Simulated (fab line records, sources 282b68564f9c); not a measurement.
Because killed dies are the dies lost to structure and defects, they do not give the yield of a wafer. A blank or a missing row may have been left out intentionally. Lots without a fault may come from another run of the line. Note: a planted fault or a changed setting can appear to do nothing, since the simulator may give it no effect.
The tool behind it: which one? | flow rit cmos | 42 wafers from 14 lots sampled at 5 of the route's 202 steps

== WHAT EACH GAUGE READ, for each wafer ==
RIT_WELLDRIVE_RS_MEAS_02: measurement is done with a four-point probe. Usual: PWELL_RS gives 430.7 ohm/sq (standard deviation 1.2).
lot  | measured    | on            | PWELL_RS (ohm/sq) | flag
L427 | day 2 04:34 | film metro-03 | 430.9 430.3 429.3 |
L428 | day 2 08:49 | film metro-01 | 429.7 431.9 432.4 |
L430 | day 2 19:15 | film metro-01 | 431.1 430.7 429.9 |
L431 | day 3 01:31 | film metro-01 | 432.0 432.1 432.0 |
L432 | day 3 05:42 | film metro-03 | 432.3 431.9 431.6 |
L433 | day 3 10:17 | film metro-01 | 430.4 431.4 429.8 |
L437 | day 4 06:01 | film metro-01 | 429.1 429.5 428.6 |
L438 | day 4 10:39 | film metro-03 | 428.5 430.6 430.0 |
L440 | day 4 20:53 | film metro-03 | - - -             | OFF
L442 | day 5 07:08 | film metro-04 | 432.5 432.1 432.5 |
L446 | day 6 03:20 | film metro-03 | 430.9 432.1 430.9 |
L448 | day 6 14:12 | film metro-03 | - - -             | OFF
L449 | day 6 18:35 | film metro-03 | 429.8 429.4 430.1 |
L450 | day 6 23:13 | film metro-03 | 430.8 431.1 432.2 |

RIT_NSD_OVL_MEAS_06. Usual: NSD_OVL gives 0.1 nm (standard deviation 1.3).
lot  | measured    | on         | NSD_OVL (nm)   | flag
L427 | day 2 23:50 | overlay-02 | 0.2 -0.5 0.8   |
L428 | day 3 04:04 | overlay-02 | -1.2 0.6 -0.7  |
L430 | day 3 13:47 | overlay-01 | 2.0 4.1 -0.2   |
L431 | day 3 20:19 | overlay-01 | -1.6 0.8 0.3   |
L432 | day 4 00:47 | overlay-01 | -1.3 -0.9 -0.9 |
L433 | day 4 05:09 | overlay-01 | 0.5 0.6 1.2    |
L437 | day 5 00:11 | overlay-02 | -1.1 0.8 -0.7  |
L438 | day 5 05:54 | overlay-01 | 1.4 1.6 -0.3   |
L440 | day 5 15:50 | overlay-02 | -0.1 -1.5 -1.0 |
L442 | day 6 02:03 | overlay-02 | 0.5 0.7 -1.0   |
L446 | day 6 21:32 | overlay-02 | 0.2 1.7 0.3    |
L448 | day 7 08:31 | overlay-01 | 0.5 -0.7 0.2   |
L449 | day 7 13:12 | overlay-01 | 0.6 -1.3 1.1   |
L450 | day 7 17:32 | overlay-01 | 0.1 -0.5 -0.5  |

RIT_SDANNEAL_RS_MEAS_06: measurement is done with a four-point probe. Usual: PLDD_RS gives 180.5 ohm/sq (standard deviation 0.51).
lot  | measured    | on            | PLDD_RS (ohm/sq)  | flag
L427 | day 3 02:40 | film metro-01 | 180.2 180.2 180.5 |
L428 | day 3 06:55 | film metro-02 | 181.1 180.8 180.7 |
L430 | day 3 16:35 | film metro-02 | 179.7 180.3 180.0 |
L431 | day 3 22:59 | film metro-04 | 180.8 180.3 180.0 |
L432 | day 4 03:27 | film metro-04 | 181.8 181.5 181.6 |
L433 | day 4 07:58 | film metro-02 | 180.5 179.9 180.4 |
L437 | day 5 03:09 | film metro-02 | 180.1 180.5 180.7 |
L438 | day 5 08:43 | film metro-04 | 181.1 181.2 180.8 |
L440 | day 5 18:29 | film metro-02 | 180.9 180.6 180.6 |
L442 | day 6 04:56 | film metro-04 | 179.9 179.7 179.9 |
L446 | day 7 00:21 | film metro-04 | 180.2 179.8 180.4 |
L448 | day 7 11:20 | film metro-04 | 181.0 181.1 180.7 |
L449 | day 7 15:54 | film metro-01 | 180.4 180.8 181.1 |
L450 | day 7 20:12 | film metro-01 | 180.9 180.7 180.7 |

RIT_M1_CD_MEAS_90: the cd target is 2600 nm. Usual: cd nm 2600 nm, standard deviation 3.3.
lot  | measured    | on        | cd nm (nm)     | flag
L427 | day 3 08:16 | cd sem-02 | 2601 2601 2603 |
L428 | day 3 12:15 | cd sem-01 | 2600 2599 2600 |
L430 | day 3 22:06 | cd sem-02 | 2603 2605 2602 |
L431 | day 4 04:23 | cd sem-02 | 2599 2597 2597 |
L432 | day 4 08:50 | cd sem-02 | 2596 2600 2596 |
L433 | day 4 13:16 | cd sem-02 | 2606 2601 2604 |
L437 | day 5 08:35 | cd sem-01 | 2599 2600 2598 |
L438 | day 5 14:07 | cd sem-02 | 2596 2595 2591 |
L440 | day 6 00:02 | cd sem-02 | 2602 2603 2603 |
L442 | day 6 10:28 | cd sem-01 | 2600 2602 2597 |
L446 | day 7 05:59 | cd sem-02 | 2599 2597 2600 |
L448 | day 7 16:46 | cd sem-01 | 2601 2604 2599 |
L449 | day 7 21:17 | cd sem-01 | 2599 2596 2598 |
L450 | day 8 01:36 | cd sem-01 | 2598 2599 2599 |

== EACH LOT AND THE TOOL THAT RAN IT (in order: tool; ch and the chambers of the sampled wafers; start) ==
lot  | RIT_PWELL_IMPLANT_08
L427 | implanter-01 ch 0, day 1 22:40
L428 | implanter-04 ch 0, day 2 03:14
L430 | implanter-03 ch 0, day 2 13:33
L431 | implanter-03 ch 0, day 2 19:56
L432 | implanter-01 ch 0, day 2 23:32
L433 | implanter-01 ch 0, day 3 04:42
L437 | implanter-04 ch 0, day 4 00:07
L438 | implanter-03 ch 0, day 4 05:04
L440 | implanter-04 ch 0, day 4 15:09
L442 | implanter-03 ch 0, day 5 01:33
L446 | implanter-01 ch 0, day 5 21:46
L448 | implanter-04 ch 0, day 6 07:46
L449 | implanter-03 ch 0, day 6 12:54
L450 | implanter-03 ch 0, day 6 17:37
- RIT_PWELL_IMPLANT_08

== WHAT THE TOOLS THEMSELVES READ (means of the sampled wafers that have a number; where no wafer has one, the mark that the record gives instead) ==
RIT_PWELL_IMPLANT_08. Usual: tilt deg 6.999 degrees, standard deviation 0.019.
lot  | tool         | tilt deg (degrees) | flag
L427 | implanter-01 | 6.963              |
L428 | implanter-04 | 7.009              |
L430 | implanter-03 | 6.991              |
L431 | implanter-03 | 7.012              |
L432 | implanter-01 | 6.981              |
L433 | implanter-01 | 7.002              |
L437 | implanter-04 | 7.000              |
L438 | implanter-03 | 7.003              |
L440 | implanter-04 | 8.107              | OFF
L442 | implanter-03 | 6.986              |
L446 | implanter-01 | 6.990              |
L448 | implanter-04 | 8.091              | OFF
L449 | implanter-03 | 7.016              |
L450 | implanter-03 | 7.005              |

== THE ANSWER, worked out from the rows above alone ==
Rule: lot off if the mean of its wafers having a number is beyond 3 standard deviations from the usual mean. A lot without any number at a reading at which 4 lots or more have one is off too. Where the step has rows for the other lots, those lots are counted as sound. First the gauges in route order, then the tools' own readings, where a lot's mean is used as printed above. The first step at which some lot is off is used, and at that step the reading that is off furthest; a lot without a number counts as furthest.
Off: at RIT_WELLDRIVE_RS_MEAS_02 (PWELL_RS), L440, L448. Without a number there: L440, L448.
If a tool, at a process step before that reading, ran all the lots that are off and no sound lot after the first of them, it fits. Not tried: the gauges at RIT_WELLDRIVE_RS_MEAS_02; whatever is off there is also off at RIT_PWELL_IMPLANT_08, on other tools, and gauge error can't account for it. One candidate fits, namely implanter-04 at RIT_PWELL_IMPLANT_08. Its last sound lot is L437 (day 4 00:07), its first lot that is off L440 (day 4 15:09): a fault that began between those two fits.
The tool's own readings at RIT_PWELL_IMPLANT_08 bear it out: on the lots that are off they differ by more than 5 times the standard deviation of the sound lots' means. tilt deg reads 8.099 degrees there against 6.997 degrees on the sound lots.

== WHAT WAS PUT IN BY THE SIMULATOR ==
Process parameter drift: implanter-04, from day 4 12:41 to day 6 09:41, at RIT_PWELL_IMPLANT_08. From 7, the setting tilt deg moved by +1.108. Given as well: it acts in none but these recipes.
Lots struck among those shown: L440, L448. The rule given above showed the same thing.
